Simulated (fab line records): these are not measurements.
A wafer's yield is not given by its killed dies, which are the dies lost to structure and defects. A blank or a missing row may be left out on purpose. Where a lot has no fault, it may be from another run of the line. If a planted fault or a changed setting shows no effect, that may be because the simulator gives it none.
fab line records || flow rit_cmos
[record] {"lots": 13, "wafers": 39, "last_day": 7}
route steps=202 shown GATE@88 M1@202
lots with no fault: from the same line, run without faults
start_h: start of the lot's first displayed wafer, in hours after the record's first day || wait_h: hours from the lot's prior step to this one || " identical to the entry in the row above || L1.1+2: one row covering several wafers at once || - no value, or no start given || * or withheld: withheld || < > ~ a bound
route shown NAME@n: names a module that has steps shown in the file, with the first one's number in the route || usual: mean/standard deviation taken from wafers without a fault || same: alike in all rows || chamber/n: place in a boat || sites: per-site readings || _std_site: the values' standard deviation || _edge_site: inner sites' mean taken away from outer sites' mean || radius_mm: how far each site lies from the wafer's centre || mask NAME#n: copy n || behind: the tool/chamber that last shaped the wafer || hold: the reason the lot was held/the length of the hold in hours/how it ended || device: transistor that didn't switch, given as n, p or np || end of line: the same wafers' tests at the end of the route || a step without rows: its recipe alone || killed: count of dies lost to structure and defects at first sort (not the wafer's yield) || map: shows each die of a wafer: x if killed, . if not, _ if none is there
set.NAME: the setting the step ran with; set.NAME@STEP: the setting that earlier step ran with || model.NAME: the simulator's own value behind a step, which no gauge read
route steps across a sampled set of lots; one table per step, one row per wafer
[[steps]]
[step RIT_GATE_SOFTBAKE_12]
[recipe] {"resist": "NOVOLAK", "temp_c": 90, "time_s": 60}
[usual] {"heater_power_total_W": "34.56/0.051", "plate_temp_C": "89.99/0.11", "resist_line_temp_C": "23.03/0.12"}
{"lot.wafer": "L254.4", "tool": "litho_track-01", "chamber": 0, "start_h": 36.75, "wait_h": 0.1, "heater_power_total_W": 34.51, "plate_temp_C": 89.86, "resist_line_temp_C": 23.00}
{"lot.wafer": "L254.5", "tool": "litho_track-01", "chamber": 0, "start_h": 36.75, "wait_h": 0.1, "heater_power_total_W": 34.65, "plate_temp_C": 90.07, "resist_line_temp_C": 23.04}
{"lot.wafer": "L254.6", "tool": "litho_track-01", "chamber": 0, "start_h": 36.75, "wait_h": 0.1, "heater_power_total_W": 34.54, "plate_temp_C": 90.06, "resist_line_temp_C": 23.14}
{"lot.wafer": "L255.2", "tool": "litho_track-03", "chamber": 0, "start_h": 40.25, "wait_h": 0.1, "heater_power_total_W": 34.57, "plate_temp_C": 90.01, "resist_line_temp_C": 23.14}
{"lot.wafer": "L255.3", "tool": "litho_track-03", "chamber": 0, "start_h": 40.25, "wait_h": 0.1, "heater_power_total_W": 34.53, "plate_temp_C": 89.98, "resist_line_temp_C": 23.04}
{"lot.wafer": "L255.5", "tool": "litho_track-03", "chamber": 0, "start_h": 40.25, "wait_h": 0.1, "heater_power_total_W": 34.57, "plate_temp_C": 90.08, "resist_line_temp_C": 22.94}
{"lot.wafer": "L256.1", "tool": "litho_track-02", "chamber": 0, "start_h": 47.28, "wait_h": 0.1, "heater_power_total_W": 34.62, "plate_temp_C": 90.01, "resist_line_temp_C": 23.03}
{"lot.wafer": "L256.3", "tool": "litho_track-02", "chamber": 0, "start_h": 47.28, "wait_h": 0.1, "heater_power_total_W": 34.53, "plate_temp_C": 90.08, "resist_line_temp_C": 22.95}
{"lot.wafer": "L256.5", "tool": "litho_track-02", "chamber": 0, "start_h": 47.28, "wait_h": 0.1, "heater_power_total_W": 34.62, "plate_temp_C": 90.07, "resist_line_temp_C": 22.72}
{"lot.wafer": "L257.1", "tool": "litho_track-02", "chamber": 0, "start_h": 50.57, "wait_h": 0.1, "heater_power_total_W": 34.60, "plate_temp_C": 90.04, "resist_line_temp_C": 23.06}
{"lot.wafer": "L257.2", "tool": "litho_track-02", "chamber": 0, "start_h": 50.57, "wait_h": 0.1, "heater_power_total_W": 34.54, "plate_temp_C": 90.00, "resist_line_temp_C": 23.06}
{"lot.wafer": "L257.6", "tool": "litho_track-02", "chamber": 0, "start_h": 50.57, "wait_h": 0.1, "heater_power_total_W": 34.52, "plate_temp_C": 90.08, "resist_line_temp_C": 23.04}
{"lot.wafer": "L258.2", "tool": "litho_track-01", "chamber": 0, "start_h": 56.71, "wait_h": 0.1, "heater_power_total_W": 34.59, "plate_temp_C": 89.99, "resist_line_temp_C": 23.32}
{"lot.wafer": "L258.5", "tool": "litho_track-01", "chamber": 0, "start_h": 56.71, "wait_h": 0.1, "heater_power_total_W": 34.50, "plate_temp_C": 89.98, "resist_line_temp_C": 23.23}
{"lot.wafer": "L258.6", "tool": "litho_track-01", "chamber": 0, "start_h": 56.71, "wait_h": 0.1, "heater_power_total_W": 34.56, "plate_temp_C": 90.07, "resist_line_temp_C": 23.20}
{"lot.wafer": "L259.1", "tool": "litho_track-01", "chamber": 0, "start_h": 60.79, "wait_h": 0.1, "heater_power_total_W": 34.58, "plate_temp_C": 90.00, "resist_line_temp_C": 23.03}
{"lot.wafer": "L259.4", "tool": "litho_track-01", "chamber": 0, "start_h": 60.79, "wait_h": 0.1, "heater_power_total_W": 34.49, "plate_temp_C": 90.05, "resist_line_temp_C": 23.04}
{"lot.wafer": "L259.6", "tool": "litho_track-01", "chamber": 0, "start_h": 60.79, "wait_h": 0.1, "heater_power_total_W": 34.57, "plate_temp_C": 90.00, "resist_line_temp_C": 23.10}
{"lot.wafer": "L266.3", "tool": "litho_track-03", "chamber": 0, "start_h": 101.31, "wait_h": 0.1, "heater_power_total_W": 33.78, "plate_temp_C": 88.73, "resist_line_temp_C": 23.06}
{"lot.wafer": "L266.4", "tool": "litho_track-03", "chamber": 0, "start_h": 101.31, "wait_h": 0.1, "heater_power_total_W": 33.79, "plate_temp_C": 88.43, "resist_line_temp_C": 23.02}
{"lot.wafer": "L266.5", "tool": "litho_track-03", "chamber": 0, "start_h": 101.31, "wait_h": 0.1, "heater_power_total_W": 33.80, "plate_temp_C": 88.52, "resist_line_temp_C": 23.09}
{"lot.wafer": "L267.2", "tool": "litho_track-03", "chamber": 0, "start_h": 111.73, "wait_h": 0.1, "heater_power_total_W": 33.79, "plate_temp_C": 88.60, "resist_line_temp_C": 23.10}
{"lot.wafer": "L267.4", "tool": "litho_track-03", "chamber": 0, "start_h": 111.73, "wait_h": 0.1, "heater_power_total_W": 33.82, "plate_temp_C": 88.58, "resist_line_temp_C": 23.21}
{"lot.wafer": "L267.6", "tool": "litho_track-03", "chamber": 0, "start_h": 111.73, "wait_h": 0.1, "heater_power_total_W": 33.77, "plate_temp_C": 88.41, "resist_line_temp_C": 23.25}
{"lot.wafer": "L269.1", "tool": "litho_track-03", "chamber": 0, "start_h": 117.40, "wait_h": 0.1, "heater_power_total_W": 33.78, "plate_temp_C": 88.47, "resist_line_temp_C": 23.33}
{"lot.wafer": "L269.3", "tool": "litho_track-03", "chamber": 0, "start_h": 117.40, "wait_h": 0.1, "heater_power_total_W": 33.77, "plate_temp_C": 88.61, "resist_line_temp_C": 23.11}
{"lot.wafer": "L269.6", "tool": "litho_track-03", "chamber": 0, "start_h": 117.40, "wait_h": 0.1, "heater_power_total_W": 33.80, "plate_temp_C": 88.51, "resist_line_temp_C": 22.96}
{"lot.wafer": "L270.1", "tool": "litho_track-02", "chamber": 0, "start_h": 126.38, "wait_h": 0.1, "heater_power_total_W": 34.56, "plate_temp_C": 90.08, "resist_line_temp_C": 22.91}
{"lot.wafer": "L270.2", "tool": "litho_track-02", "chamber": 0, "start_h": 126.38, "wait_h": 0.1, "heater_power_total_W": 34.59, "plate_temp_C": 90.06, "resist_line_temp_C": 22.88}
{"lot.wafer": "L270.6", "tool": "litho_track-02", "chamber": 0, "start_h": 126.38, "wait_h": 0.1, "heater_power_total_W": 34.51, "plate_temp_C": 90.08, "resist_line_temp_C": 22.87}
{"lot.wafer": "L273.3", "tool": "litho_track-02", "chamber": 0, "start_h": 139.32, "wait_h": 0.1, "heater_power_total_W": 34.59, "plate_temp_C": 89.84, "resist_line_temp_C": 23.02}
{"lot.wafer": "L273.5", "tool": "litho_track-02", "chamber": 0, "start_h": 139.32, "wait_h": 0.1, "heater_power_total_W": 34.58, "plate_temp_C": 89.77, "resist_line_temp_C": 23.01}
{"lot.wafer": "L273.6", "tool": "litho_track-02", "chamber": 0, "start_h": 139.32, "wait_h": 0.1, "heater_power_total_W": 34.57, "plate_temp_C": 89.90, "resist_line_temp_C": 22.94}
{"lot.wafer": "L274.1", "tool": "litho_track-02", "chamber": 0, "start_h": 140.00, "wait_h": 0.1, "heater_power_total_W": 34.57, "plate_temp_C": 89.94, "resist_line_temp_C": 22.87}
{"lot.wafer": "L274.3", "tool": "litho_track-02", "chamber": 0, "start_h": 140.00, "wait_h": 0.1, "heater_power_total_W": 34.62, "plate_temp_C": 89.78, "resist_line_temp_C": 22.93}
{"lot.wafer": "L274.5", "tool": "litho_track-02", "chamber": 0, "start_h": 140.00, "wait_h": 0.1, "heater_power_total_W": 34.52, "plate_temp_C": 89.93, "resist_line_temp_C": 23.03}
{"lot.wafer": "L277.3", "tool": "litho_track-02", "chamber": 0, "start_h": 152.31, "wait_h": 0.1, "heater_power_total_W": 34.48, "plate_temp_C": 90.00, "resist_line_temp_C": 22.97}
{"lot.wafer": "L277.4", "tool": "litho_track-02", "chamber": 0, "start_h": 152.31, "wait_h": 0.1, "heater_power_total_W": 34.54, "plate_temp_C": 90.02, "resist_line_temp_C": 23.13}
{"lot.wafer": "L277.5", "tool": "litho_track-02", "chamber": 0, "start_h": 152.31, "wait_h": 0.1, "heater_power_total_W": 34.60, "plate_temp_C": 90.12, "resist_line_temp_C": 23.10}
[step RIT_M1_PROBE_99]
[usual] {"killed_at_M0_to_M3": "0.0/0.12", "killed_at_contacts": "0.1/0.24", "killed_at_front_end": "6.6/2.7", "killed_dies": "6.6/2.7", "killed_open": "3.3/1.8", "killed_short": "3.4/1.9"}
[same] {"gross_dies": 264, "killed_at_M4_up": 0, "killed_at_back_side": 0, "killed_at_other": 0}
{"lot.wafer": "L267.2", "tool": "prober-02", "chamber": "-", "start_h": 136.10, "wait_h": 0.1, "killed_at_M0_to_M3": 0, "killed_at_contacts": 0, "killed_at_front_end": 3, "killed_dies": 3, "killed_open": 2, "killed_short": 1}
{"lot.wafer": "L267.4", "tool": "prober-02", "chamber": "-", "start_h": 136.20, "wait_h": 0.2, "killed_at_M0_to_M3": 0, "killed_at_contacts": 1, "killed_at_front_end": 3, "killed_dies": 4, "killed_open": 1, "killed_short": 3}
{"lot.wafer": "L267.6", "tool": "prober-02", "chamber": "-", "start_h": 136.30, "wait_h": 0.2, "killed_at_M0_to_M3": 0, "killed_at_contacts": 0, "killed_at_front_end": 5, "killed_dies": 5, "killed_open": 2, "killed_short": 3}
// killed by level:class
L267.2 GATE:geometric_particle:open=2 GATE:geometric_particle:short=1
L267.4 GATE:geometric_particle:short=2 FOX1:geometric_particle:open=1 CONTACT:geometric_particle:short=1
L267.6 FOX1:geometric_particle:open=1 GATE:geometric_particle:open=1 GATE:geometric_particle:short=1 REOX:geometric_particle:short=1 SILICIDE:geometric_particle:short=1
[[key]]
[first_sign] {"step": "RIT_GATE_SOFTBAKE_12", "reading": "heater_power_total_W", "direction": "down", "sigmas": 15, "usual": 34.56, "struck": 33.79}
[effect] {"step": "RIT_GATE_SOFTBAKE_12", "reading": "plate_temp_C", "direction": "down", "sigmas": 13, "usual": "*", "struck": "*"}
met_at RIT_GATE_SOFTBAKE_12
struck_lots L266,L267,L269
tester_left_out L266,L267,L269
onset_between 40.25 101.31
[fault] {"kind": "process_parameter_drift", "tool": "litho_track-03", "chamber": "-", "onset_h": 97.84, "steps": "RIT_GATE_SOFTBAKE_12", "channel": "temp_c", "offset": "*", "shape": "step", "end_h": 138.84, "acts_in": "*", "stated": "*"}
// tester_left_out: of these lots the tester's yield and bins aren't shown, on N5 and GAA mostly nor the transistor test; their killed dies are dies lost to structure and defects alone, not to doping, threshold or leakage, so they don't give the yield
